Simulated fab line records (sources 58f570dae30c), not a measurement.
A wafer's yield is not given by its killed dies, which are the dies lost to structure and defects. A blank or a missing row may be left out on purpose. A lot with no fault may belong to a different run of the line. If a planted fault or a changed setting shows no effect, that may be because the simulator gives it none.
The tool behind it: which one? || flow berkeley cmos170 || 7 lots, 21 wafers sampled, at 3 steps of a route of 331

## WHAT THE GAUGES SHOWED, per wafer
UCB170_M2_RS_MEAS_02: uses a four-point probe to measure.
{"lot": "L194", "measured": "day 7 16:17", "on": "film metro-01", "M2_AL_RS (ohm/sq)": "0.0313 0.0319 0.0321"}
{"lot": "L197", "measured": "day 8 16:03", "on": "film metro-03", "M2_AL_RS (ohm/sq)": "0.0323 0.0322 0.0322"}
{"lot": "L202", "measured": "day 9 04:43", "on": "film metro-03", "M2_AL_RS (ohm/sq)": "0.0312 0.0318 0.0319"}
{"lot": "L205", "measured": "day 9 18:35", "on": "film metro-01", "M2_AL_RS (ohm/sq)": "0.0322 0.0325 0.0324"}
{"lot": "L207", "measured": "day 10 10:53", "on": "film metro-03", "M2_AL_RS (ohm/sq)": "0.0321 0.0323 0.0324"}
{"lot": "L210", "measured": "day 11 09:22", "on": "film metro-03", "M2_AL_RS (ohm/sq)": "0.0323 0.0642 0.0321 0.0323 0.0642 0.0322"}
{"lot": "L216", "measured": "day 12 04:53", "on": "film metro-03", "M2_AL_RS (ohm/sq)": "0.0315 0.0322 0.0319"}

## EACH LOT AND THE TOOL THAT RAN IT (in order: tool; ch and the chambers of the sampled wafers; start)
{"lot": "L194", "UCB170_NSD_STRIP_09": "plasma asher-04 ch 0,1, day 6 21:30", "UCB170_M2_SPUTTER_01": "pvd sputter-01, day 7 16:12"}
{"lot": "L197", "UCB170_NSD_STRIP_09": "plasma asher-04 ch 0,1, day 7 23:19", "UCB170_M2_SPUTTER_01": "pvd sputter-01, day 8 15:55"}
{"lot": "L202", "UCB170_NSD_STRIP_09": "plasma asher-04 ch 0,1, day 8 14:05", "UCB170_M2_SPUTTER_01": "pvd sputter-04, day 9 04:38"}
{"lot": "L205", "UCB170_NSD_STRIP_09": "plasma asher-03 ch 0,1, day 9 00:17", "UCB170_M2_SPUTTER_01": "pvd sputter-01, day 9 18:28"}
{"lot": "L207", "UCB170_NSD_STRIP_09": "plasma asher-03 ch 0,1, day 9 10:26", "UCB170_M2_SPUTTER_01": "pvd sputter-04, day 10 10:47"}
{"lot": "L210", "UCB170_NSD_STRIP_09": "plasma asher-02 ch 0,1, day 10 10:40", "UCB170_M2_SPUTTER_01": "pvd sputter-01, day 11 09:16"}
{"lot": "L216", "UCB170_NSD_STRIP_09": "plasma asher-04 ch 0,1, day 11 11:19", "UCB170_M2_SPUTTER_01": "pvd sputter-04, day 12 04:46"}
- UCB170_NSD_STRIP_09: strips in O2.
- UCB170_M2_SPUTTER_01: material Al, target thk 900 nm, time 120 s.

## THE ANSWER, worked out from the rows above alone
Rule: the usual values come from the lots themselves. Put in order of their means at a reading, lots are off if they are a third of the lots or fewer, leave a main group of 4 or more, and stand apart from it by a gap of 3 or more times the standard deviation of the main group's means; of several such gaps the widest counts. Not used: any main group whose means are identical at the precision the tables above print for the reading. A lot without any number at a reading at which 4 lots or more have one is off too. The other lots that the step has rows for count as sound.
Off: L210, seen at UCB170_M2_RS_MEAS_02 (M2_AL_RS). For the main group the mean is 0.0320 ohm/sq and the standard deviation 0.00028.
A tool fits if, at a process step before that reading, it ran every lot that is off, and no sound lot after the first of them. The gauges at UCB170_M2_RS_MEAS_02 are tried like those tools. 2 tools fit, plasma asher-02 at UCB170_NSD_STRIP_09 and pvd sputter-01 at UCB170_M2_SPUTTER_01, so this cannot tell which one it is.

## WHAT THE SIMULATOR PUT IN
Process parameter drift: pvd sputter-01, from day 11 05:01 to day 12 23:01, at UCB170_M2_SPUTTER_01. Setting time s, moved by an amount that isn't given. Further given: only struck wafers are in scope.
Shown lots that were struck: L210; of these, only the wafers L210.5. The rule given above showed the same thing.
